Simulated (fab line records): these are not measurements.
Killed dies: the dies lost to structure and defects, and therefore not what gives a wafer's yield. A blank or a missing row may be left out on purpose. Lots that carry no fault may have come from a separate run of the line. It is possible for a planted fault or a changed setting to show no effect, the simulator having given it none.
Which tool did it?    flow berkeleyCmos170    14 lots, 42 wafers sampled, at 6 steps of a route of 331

== WHAT THE GAUGES SHOWED, per wafer ==
UCB170_SDANNEAL_RS_MEAS_02: measures by four-point-probe. Usual: for PSD_RS the level is 75.6 ohm/sq and the standard deviation is 0.34.
lot   measured      on            PSD_RS (ohm/sq)  flag
L684  day 7 17:50   filmMetro-02  75.5 75.5 75.7   
L683  day 7 17:47   filmMetro-03  75.6 75.5 75.7   
L685  day 8 09:32   filmMetro-03  75.7 75.7 75.5   
L688  day 8 17:20   filmMetro-04  75.4 75.4 75.5   
L691  day 9 09:45   filmMetro-02  83.9 84.2 84.0   OFF
L689  day 9 10:17   filmMetro-03  84.2 83.8 84.1   OFF
L700  day 11 06:27  filmMetro-03  75.4 75.6 75.6   
L698  day 11 06:53  filmMetro-04  75.7 75.4 75.5   
L701  day 12 14:35  filmMetro-04  76.1 76.4 76.5   
L702  day 12 14:34  filmMetro-03  74.7 74.8 75.0   
L704  day 13 02:34  filmMetro-04  76.0 75.9 75.7   
L703  day 13 02:34  filmMetro-03  75.7 75.5 75.3   
L706  day 13 10:17  filmMetro-03  75.6 75.4 75.4   
L705  day 13 10:44  filmMetro-02  75.7 75.6 75.3   

UCB170_SDANNEAL_RS_MEAS_03: measures by four-point-probe. Usual: for NSD_RS the level is 37.66 ohm/sq and the standard deviation is 0.093.
lot   measured      on            NSD_RS (ohm/sq)    flag
L684  day 7 19:59   filmMetro-02  37.63 37.66 37.78  
L683  day 7 17:55   filmMetro-03  37.63 37.51 37.66  
L685  day 8 09:40   filmMetro-03  37.57 37.48 37.45  
L688  day 8 17:28   filmMetro-04  37.70 37.78 37.80  
L691  day 9 09:52   filmMetro-02  38.84 38.75 38.86  OFF
L689  day 9 10:25   filmMetro-03  38.79 38.86 38.85  OFF
L700  day 11 06:34  filmMetro-03  37.60 37.52 37.62  
L698  day 11 07:00  filmMetro-04  37.66 37.66 37.81  
L701  day 12 14:43  filmMetro-04  37.76 37.76 37.87  
L702  day 12 14:41  filmMetro-03  37.53 37.62 37.66  
L704  day 13 02:41  filmMetro-04  37.76 37.69 37.76  
L703  day 13 02:41  filmMetro-03  37.66 37.64 37.70  
L706  day 13 10:24  filmMetro-03  37.53 37.48 37.51  
L705  day 13 10:52  filmMetro-02  37.70 37.68 37.67  

UCB170_SDANNEAL_RS_MEAS_04: measures by four-point-probe. Usual: for PLDD_RS the level is 1031.9 ohm/sq and the standard deviation is 2.9.
lot   measured      on            PLDD_RS (ohm/sq)      flag
L684  day 7 20:06   filmMetro-02  1032.3 1031.3 1031.5  
L683  day 7 18:02   filmMetro-03  1031.9 1033.6 1034.0  
L685  day 8 09:47   filmMetro-03  1030.2 1030.7 1029.5  
L688  day 8 17:35   filmMetro-04  1032.9 1032.4 1034.8  
L691  day 9 09:59   filmMetro-02  1044.5 1044.5 1047.7  OFF
L689  day 9 10:32   filmMetro-03  1038.5 1038.2 1039.7  
L700  day 11 06:41  filmMetro-03  1024.7 1030.0 1029.2  
L698  day 11 07:07  filmMetro-04  1035.9 1035.6 1034.6  
L701  day 12 14:50  filmMetro-04  1038.2 1036.4 1035.1  
L702  day 12 14:49  filmMetro-03  1033.7 1032.4 1033.6  
L704  day 13 02:48  filmMetro-04  1031.6 1032.5 1031.1  
L703  day 13 02:48  filmMetro-03  1036.6 1031.5 1031.6  
L706  day 13 10:31  filmMetro-03  1029.1 1026.9 1030.2  
L705  day 13 10:59  filmMetro-02  1034.7 1031.3 1032.9  

== TOOL THAT RAN EACH LOT (tool first, then ch and the chambers of the sampled wafers, then the start) ==
lot   UCB170_GATE_STRIP_16                 UCB170_BACKSIDE_STRIP_03             UCB170_SDANNEAL_RTA_01
L684  plasmaAsher-03 ch 0,1, day 6 20:42   plasmaAsher-03 ch 0,1, day 7 17:26   rtpAnneal-01 ch 0, day 7 17:46
L683  plasmaAsher-02 ch 0,1, day 6 20:50   plasmaAsher-04 ch 0,1, day 7 17:23   rtpAnneal-02 ch 0, day 7 17:44
L685  plasmaAsher-02 ch 0,1, day 7 17:43   plasmaAsher-03 ch 0,1, day 8 09:08   rtpAnneal-02 ch 0, day 8 09:28
L688  plasmaAsher-03 ch 0,1, day 8 00:35   plasmaAsher-01 ch 0,1, day 8 16:56   rtpAnneal-01 ch 0, day 8 17:17
L691  plasmaAsher-02 ch 0,1, day 8 17:13   plasmaAsher-03 ch 0,1, day 9 09:21   rtpAnneal-02 ch 0, day 9 09:41
L689  plasmaAsher-02 ch 0,1, day 8 17:29   plasmaAsher-01 ch 0,1, day 9 09:48   rtpAnneal-02 ch 0, day 9 10:13
L700  plasmaAsher-03 ch 0,1, day 10 11:55  plasmaAsher-04 ch 0,1, day 11 06:02  rtpAnneal-01 ch 0, day 11 06:23
L698  plasmaAsher-02 ch 0,1, day 10 12:14  plasmaAsher-04 ch 0,1, day 11 06:29  rtpAnneal-01 ch 0, day 11 06:49
L701  plasmaAsher-04 ch 0,1, day 11 21:03  plasmaAsher-04 ch 0,1, day 12 13:46  rtpAnneal-01 ch 0, day 12 14:31
L702  plasmaAsher-03 ch 0,1, day 11 21:20  plasmaAsher-01 ch 0,1, day 12 14:01  rtpAnneal-02 ch 0, day 12 14:31
L704  plasmaAsher-04 ch 0,1, day 12 04:35  plasmaAsher-04 ch 0,1, day 12 22:53  rtpAnneal-02 ch 0, day 13 02:30
L703  plasmaAsher-03 ch 0,1, day 12 04:51  plasmaAsher-03 ch 0,1, day 12 22:53  rtpAnneal-01 ch 0, day 13 02:30
L706  plasmaAsher-04 ch 0,1, day 12 13:08  plasmaAsher-04 ch 0,1, day 13 07:40  rtpAnneal-02 ch 0, day 13 10:13
L705  plasmaAsher-03 ch 0,1, day 12 13:27  plasmaAsher-01 ch 0,1, day 13 07:48  rtpAnneal-02 ch 0, day 13 10:20
- UCB170_GATE_STRIP_16: strips in O2.
- UCB170_BACKSIDE_STRIP_03: strips in O2.
- UCB170_SDANNEAL_RTA_01: time 5 s.

== WHAT THE TOOLS THEMSELVES READ (means of the sampled wafers that have a number; where no wafer has one, the mark that the record gives instead) ==
UCB170_GATE_STRIP_16. Usual: drypumpMotorCurrentA 5.9 A, standard deviation 0.61; oesProductAu 0.724 a.u., standard deviation 0.0044.
lot   tool            drypumpMotorCurrentA (A)  oesProductAu (a.u.)  flag
L684  plasmaAsher-03  5.6                       0.722                
L683  plasmaAsher-02  6.0                       0.726                
L685  plasmaAsher-02  6.3                       0.724                
L688  plasmaAsher-03  5.6                       0.723                
L691  plasmaAsher-02  6.0                       0.723                
L689  plasmaAsher-02  6.0                       0.720                
L700  plasmaAsher-03  5.6                       0.726                
L698  plasmaAsher-02  6.0                       0.720                
L701  plasmaAsher-04  6.3                       0.724                
L702  plasmaAsher-03  5.6                       0.727                
L704  plasmaAsher-04  6.2                       0.728                
L703  plasmaAsher-03  5.2                       0.721                
L706  plasmaAsher-04  6.4                       0.725                
L705  plasmaAsher-03  5.6                       0.726                

UCB170_BACKSIDE_STRIP_03. Usual: drypumpMotorCurrentA 5.8 A, standard deviation 0.62; oesProductAu 0.735 a.u., standard deviation 0.0047; stripTimeToEndpointS 21.99 s, standard deviation 0.062.
lot   tool            drypumpMotorCurrentA (A)  oesProductAu (a.u.)  stripTimeToEndpointS (s)  flag
L684  plasmaAsher-03  5.6                       0.732                22.06                     
L683  plasmaAsher-04  6.3                       0.733                22.01                     
L685  plasmaAsher-03  5.6                       0.737                21.99                     
L688  plasmaAsher-01  5.9                       0.733                21.90                     
L691  plasmaAsher-03  5.6                       0.735                21.95                     
L689  plasmaAsher-01  5.9                       0.735                21.95                     
L700  plasmaAsher-04  6.3                       0.732                21.96                     
L698  plasmaAsher-04  6.4                       0.736                21.90                     
L701  plasmaAsher-04  6.4                       0.732                22.01                     
L702  plasmaAsher-01  5.5                       0.734                22.00                     
L704  plasmaAsher-04  6.4                       0.734                22.01                     
L703  plasmaAsher-03  5.6                       0.734                22.06                     
L706  plasmaAsher-04  6.3                       0.735                22.05                     
L705  plasmaAsher-01  5.9                       0.735                22.05                     

UCB170_SDANNEAL_RTA_01. Usual: chamberO2Ppm 1.998, standard deviation 0.025; lampPowerPct 40.1 %, standard deviation 1.5; wafer_temp_C_max 1053.8, standard deviation 1.
lot   tool          chamberO2Ppm  lampPowerPct (%)  wafer_temp_C_max  flag
L684  rtpAnneal-01  1.990         41.8              1054.6            
L683  rtpAnneal-02  1.996         38.7              1053.1            
L685  rtpAnneal-02  2.005         38.7              1053.0            
L688  rtpAnneal-01  2.016         41.8              1054.6            
L691  rtpAnneal-02  2.003         37.1              1053.9            
L689  rtpAnneal-02  2.002         37.0              1052.9            
L700  rtpAnneal-01  2.002         41.8              1054.2            
L698  rtpAnneal-01  1.998         41.8              1054.8            
L701  rtpAnneal-01  2.029         41.8              1054.6            
L702  rtpAnneal-02  1.991         38.7              1052.8            
L704  rtpAnneal-02  1.957         38.7              1053.1            
L703  rtpAnneal-01  1.982         41.8              1054.4            
L706  rtpAnneal-02  1.978         38.7              1053.6            
L705  rtpAnneal-02  2.006         38.7              1052.8            

== THE ANSWER, worked out from the rows above alone ==
Rule: take the mean of a lot's wafers that have a number; if it is more than 3 standard deviations from the usual mean, the lot is off. Also off: a lot with no number at a reading for which 4 or more lots have one. All remaining lots with rows at the step are treated as sound. Order of review: gauges by route order, followed by the tools' own readings, for which a lot's mean as printed above is used. At the first step where some lot is off, the reading lying furthest off is the one used; lots without a number count as furthest.
Off: L691, L689, seen at UCB170_SDANNEAL_RS_MEAS_02 (PSD_RS).
If a tool, at a process step before that reading, ran all the lots that are off and no sound lot after the first of them, it fits. Those tools and the gauges at UCB170_SDANNEAL_RS_MEAS_02 are tried in the same way. No candidate that was tried fits.

== WHAT THE SIMULATOR HAD PUT IN ==
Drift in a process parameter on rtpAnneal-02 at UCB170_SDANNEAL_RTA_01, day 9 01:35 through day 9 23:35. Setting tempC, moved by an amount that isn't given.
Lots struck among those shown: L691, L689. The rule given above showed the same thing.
